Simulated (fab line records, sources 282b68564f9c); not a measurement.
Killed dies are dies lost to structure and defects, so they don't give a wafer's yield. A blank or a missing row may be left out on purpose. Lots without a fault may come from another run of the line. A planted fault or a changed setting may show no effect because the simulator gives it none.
A struck lot beside a sound one | flow rit_cmos | 18 steps out of a route of 202
Sound: wafers L133.3, L133.4, L133.5. Struck: wafers L142.2, L142.5, L142.6. The cause comes at the end.
At each step with rows: each side's tool, then ch and its chambers, then its first start. Under that, the readings that differ: sound wafers | struck wafers | difference of the means | sigmas: that difference in standard deviations of wafers without a fault.
alike: readings whose means differ by less than 2 such deviations, and words and numbers that are the same on both sides. not compared: withheld readings, readings that some wafer has no value for, bounds like >300 that may hide the same value, and numbers for which the record gives no deviation and whose values overlap.
The two part at a step that has a row with sigmas, a row that says differs or no value, or rows on one side only. Numbers that don't overlap but have no deviation are shown without sigmas and don't part them. A reading that every wafer of one side lacks parts them only if that side has two wafers or more.

RIT_CONTACT_OVL_MEAS_09:
  sound on overlay-02, day 3 19:34; struck on overlay-01, day 5 15:47
  alike: CONTACT_OVL
then, 1 step without rows for these wafers: RIT_CONTACT_HARDBAKE_10 (time 60 s).
RIT_CONTACT_ETCH_11: etches SiO2 in CHF3/CF4/Ar, stops on TiSi2, target depth 480 nm, time 320 s.
  sound on rie_diel-04 ch 0,1,2, day 3 19:44; struck on rie_diel-02 ch 0,3, day 5 15:58
  alike: drypump_motor_current_A, oes_product_au, rf_fwd_power_W, throttle_valve_pct
  not compared: rf_hours_counter_h
RIT_CONTACT_STRIP_12: strips in O2, time 180 s.
  sound on plasma_asher-03 ch 0,1, day 3 19:59; struck on plasma_asher-03 ch 0,1, day 5 16:09
  alike: drypump_motor_current_A, rf_refl_power_W
  not compared: rf_hours_counter_h
RIT_CONTACT_CD_MEAS_90: target cd 1000 nm.
  sound on cd_sem-02, day 3 20:08; struck on cd_sem-01, day 5 16:21
  reading    | sound                | struck            | difference | sigmas
  cd_nm (nm) | 1005.0 1003.2 1005.3 | 997.9 996.8 995.9 | -7.6       | -3
then, 2 steps without rows for these wafers: RIT_CONTACT_CLEAN_13 (cleans in SC1, time 600 s); RIT_CONTACT_CLEAN_14 (cleans in SC2, time 600 s).
RIT_M1_SPUTTER_00: material Al, target thk 400 nm, time 500 s.
  sound on pvd_sputter-02, day 3 20:34; struck on pvd_sputter-03, day 5 16:49
  alike: cathode_dc_power_W, throttle_valve_pct
RIT_M1_RS_MEAS_01: measures by four-point-probe.
  sound on film_metro-03, day 3 20:55; struck on film_metro-04, day 5 17:08
  alike: M1_AL_RS
RIT_M1_THK_MEAS_02: measures by xrf.
  sound on film_metro-03, day 3 21:01; struck on film_metro-04, day 5 17:14
  alike: M1_AL_THK
then, 2 steps without rows for these wafers: RIT_M1_HMDS_03 (prime time 60 s); RIT_M1_COAT_04 (resist thk 1300 nm).
RIT_M1_SOFTBAKE_05: time 60 s.
  sound on litho_track-02 ch 0, day 3 21:24; struck on litho_track-02 ch 0, day 5 17:37
  reading                                 | sound             | struck            | difference | sigmas
  heater_power_total_W (W)                | 34.60 34.62 34.58 | 35.95 36.01 36.07 | +1.41      | +30
  plate_temp_C (C)                        | 89.87 89.96 89.88 | 92.81 92.82 92.88 | +2.93      | +24
  model.NOVOLAK_of_M1_COAT_04.thk_nm (nm) | 1302 1301 1301    | 1282 1281 1281    | -20        |
then, 2 steps without rows for these wafers: RIT_M1_EXPOSE_06 (exposes mask M12, target cd 2600 nm); RIT_M1_PEB_07.
RIT_M1_DEVELOP_08: develop time 68 s.
  sound on litho_track-04 ch 0; struck on litho_track-04 ch 0
  reading                                 | sound          | struck         | difference | sigmas
  model.NOVOLAK_of_M1_COAT_04.thk_nm (nm) | 1301 1301 1300 | 1282 1280 1280 | -20        |
  alike: developer_temp_C
RIT_M1_CD_MEAS_09: target cd 2600 nm.
  sound on cd_sem-02, day 3 22:11; struck on cd_sem-02, day 5 18:11
  alike: cd_nm
RIT_M1_PROBE_99:
  the record has rows for the struck wafers here (prober-02, day 5 20:53) and none for the sound ones

WHERE THEY PART
First at RIT_CONTACT_CD_MEAS_90; last, within this record, at RIT_M1_PROBE_99.

WHY: what the simulator had put in
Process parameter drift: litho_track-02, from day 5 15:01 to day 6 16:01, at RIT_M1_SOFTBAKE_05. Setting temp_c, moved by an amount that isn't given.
